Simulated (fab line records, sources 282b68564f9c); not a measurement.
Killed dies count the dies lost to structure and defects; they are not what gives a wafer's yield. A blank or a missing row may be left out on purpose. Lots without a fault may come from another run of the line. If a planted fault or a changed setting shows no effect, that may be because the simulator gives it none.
A lot that was struck, set against a sound lot || flow rit-cmos || 27 out of 202 route steps
Sound: wafers L659.2, L659.3, L659.5. Wafers struck: L662.2, L662.5, L662.6. The cause comes at the end.
At each step with rows: each side's tool, then ch and its chambers, then its first start. Under that, the readings that differ: sound wafers || struck wafers || difference of the means || sigmas: that difference in standard deviations of wafers without a fault.
alike: same words and numbers on both sides, and readings whose means sit less than 2 such deviations apart. not compared: any withheld reading, any reading some wafer has no value for, any bound like >300 that may hide the same value, and any number with overlapping values for which the record gives no deviation.
The two part at a step that has a row with sigmas, a row that says differs or no value, or rows on one side only. Numbers that have no deviation but don't overlap get no sigmas and don't part them. A reading that every wafer of one side lacks parts them only if that side has two wafers or more.

RIT_SDANNEAL_RTA_03: time 5 s.
  sound on rtp-anneal-01 ch 0, day 4 03:32; struck on rtp-anneal-02 ch 0, day 4 17:34
  alike: wafer_temp_C_max
RIT_SDANNEAL_RS_MEAS_04: the measuring method here is four-point-probe.
  sound on film-metro-02, day 4 03:36; struck on film-metro-02, day 4 17:38
  alike: PSD_RS
RIT_SDANNEAL_RS_MEAS_05: the measuring method here is four-point-probe.
  sound on film-metro-02, day 4 03:43; struck on film-metro-02, day 4 17:45
{"reading": "NSD_RS (ohm/sq)", "sound": "82.78 82.81 82.81", "struck": "83.34 83.26 83.26", "difference": "+0.49", "sigmas": "+2"}
RIT_SDANNEAL_RS_MEAS_06: the measuring method here is four-point-probe.
  sound on film-metro-02, day 4 03:50; struck on film-metro-02, day 4 17:52
  alike: PLDD_RS
RIT_SDANNEAL_RS_MEAS_07: the measuring method here is four-point-probe.
  sound on film-metro-02, day 4 03:58; struck on film-metro-02, day 4 17:59
  alike: NLDD_RS
then, 1 step without rows for these wafers: RIT_SILICIDE_WET_ETCH_00 (etches SiO2 in BOE, target depth 14 nm, time 15 s).
RIT_SILICIDE_SPUTTER_01: material Ti, target thk 30 nm, time 240 s.
  sound on pvd-sputter-01, day 4 04:04; struck on pvd-sputter-02, day 4 18:06
  alike: throttle-valve-pct
RIT_SILICIDE_RS_MEAS_02: the measuring method here is four-point-probe.
  sound on film-metro-02, day 4 04:14; struck on film-metro-03, day 4 18:16
  alike: SILICIDE_TI_RS
RIT_SILICIDE_THK_MEAS_03: measures by xrf.
  sound on film-metro-02, day 4 04:21; struck on film-metro-03, day 4 18:23
{"reading": "SILICIDE_TI_THK (nm)", "sound": "29.4 29.6 29.4", "struck": "30.7 30.3 30.5", "difference": "+1.0", "sigmas": "+2"}
RIT_SILICIDE_RTA_04: time 10 s, ramp up 5 s, ramp down 5 s.
  sound on rtp-anneal-02 ch 0, day 4 04:25; struck on rtp-anneal-01 ch 0, day 4 18:27
  alike: wafer_temp_C_max
then, 1 step without rows for these wafers: RIT_SILICIDE_WET_ETCH_05 (etches Ti in SPM, time 120 s).
RIT_SILICIDE_RTA_06: time 10 s, ramp up 5 s, ramp down 10 s.
  sound on rtp-anneal-01 ch 0, day 4 04:32; struck on rtp-anneal-02 ch 0, day 4 18:37
  alike: wafer_temp_C_max
RIT_CONTACT_CVD_00: deposits SiO2 from TEOS, target thk 400 nm, time 61 s.
  sound on pecvd-02 ch 0,1,2, day 4 04:35; struck on pecvd-02 ch 0,1,2, day 4 18:40
  no value came back on the struck wafers for heater-power-w (W), rf-fwd-power-W (W); on the sound wafers heater-power-w (W) reads 270 326 360
then, 6 steps without rows for these wafers: RIT_CONTACT_HMDS_02 (prime time 60 s); RIT_CONTACT_COAT_03 (resist thk 1000 nm); RIT_CONTACT_SOFTBAKE_04 (time 60 s); RIT_CONTACT_EXPOSE_05 (exposes mask M11, target cd 1000 nm); RIT_CONTACT_PEB_06; RIT_CONTACT_DEVELOP_07 (develop time 120 s).
RIT_CONTACT_CD_MEAS_08: the cd target is 1000 nm.
  sound on cd-sem-01, day 4 05:41; struck on cd-sem-01, day 4 19:50
  alike: cd-nm
RIT_CONTACT_OVL_MEAS_09:
  sound on overlay-01, day 4 05:47; struck on overlay-02, day 4 19:56
  alike: CONTACT_OVL
then, 1 step without rows for these wafers: RIT_CONTACT_HARDBAKE_10 (time 60 s).
RIT_CONTACT_ETCH_11: etches SiO2 in CHF3/CF4/Ar, stops on TiSi2, target depth 480 nm, time 320 s.
  sound on rie-diel-04 ch 0,1,3, day 4 06:05; struck on rie-diel-04 ch 0,3, day 4 20:07
{"reading": "oes-product-au (a.u.)", "sound": "0.990 0.996 0.990", "struck": "0.943 0.948 0.943", "difference": -0.047, "sigmas": -4}
{"reading": "model.etch.depth-nm (nm)", "sound": "395.8 396.5 401.5", "struck": "0 0 0", "difference": -398, "sigmas": ""}
{"reading": "model.CONTACT.feature-depth-nm (nm)", "sound": "395.8 396.5 401.5", "struck": "1e-09 1e-09 1e-09", "difference": -4e+02, "sigmas": ""}
  alike: O2_flow_sccm, drypump-motor-current-A, throttle-valve-pct
  not compared: rf-hours-counter-h
RIT_CONTACT_STRIP_12: strips in O2, time 180 s.
  sound on plasma-asher-01 ch 0,1, day 4 06:16; struck on plasma-asher-01 ch 0,1, day 4 20:19
  alike: drypump-motor-current-A
  not compared: rf-hours-counter-h
RIT_CONTACT_CD_MEAS_90: the cd target is 1000 nm.
  sound on cd-sem-02, day 4 06:28; struck on cd-sem-02, day 4 20:30
{"reading": "cd-nm (nm)", "sound": "996.2 996.9 998.8", "struck": "- - -", "difference": "no value on the struck wafers", "sigmas": ""}
then, 1 step without rows for these wafers: RIT_CONTACT_CLEAN_13 (cleans in SC1, time 600 s).
RIT_M1_PROBE_99:
  sound on prober-01, day 4 11:07; struck on prober-02, day 5 01:02
{"reading": "killed-at-contacts", "sound": "1 1 0", "struck": "264 264 264", "difference": "+263", "sigmas": "+99 or more"}
{"reading": "killed-at-front-end", "sound": "4 6 11", "struck": "0 0 0", "difference": -7, "sigmas": -2}
{"reading": "killed-dies", "sound": "5 7 11", "struck": "264 264 264", "difference": "+256", "sigmas": "+92"}
{"reading": "killed-on-rim", "sound": "1 0 3", "struck": "70 70 70", "difference": "+69", "sigmas": "+53"}
  alike: killed-open, killed-short

== WHERE THEY PART ==
Earliest at RIT_SDANNEAL_RS_MEAS_05; latest, in this record, at RIT_M1_PROBE_99.

WHY: the cause the simulator had injected
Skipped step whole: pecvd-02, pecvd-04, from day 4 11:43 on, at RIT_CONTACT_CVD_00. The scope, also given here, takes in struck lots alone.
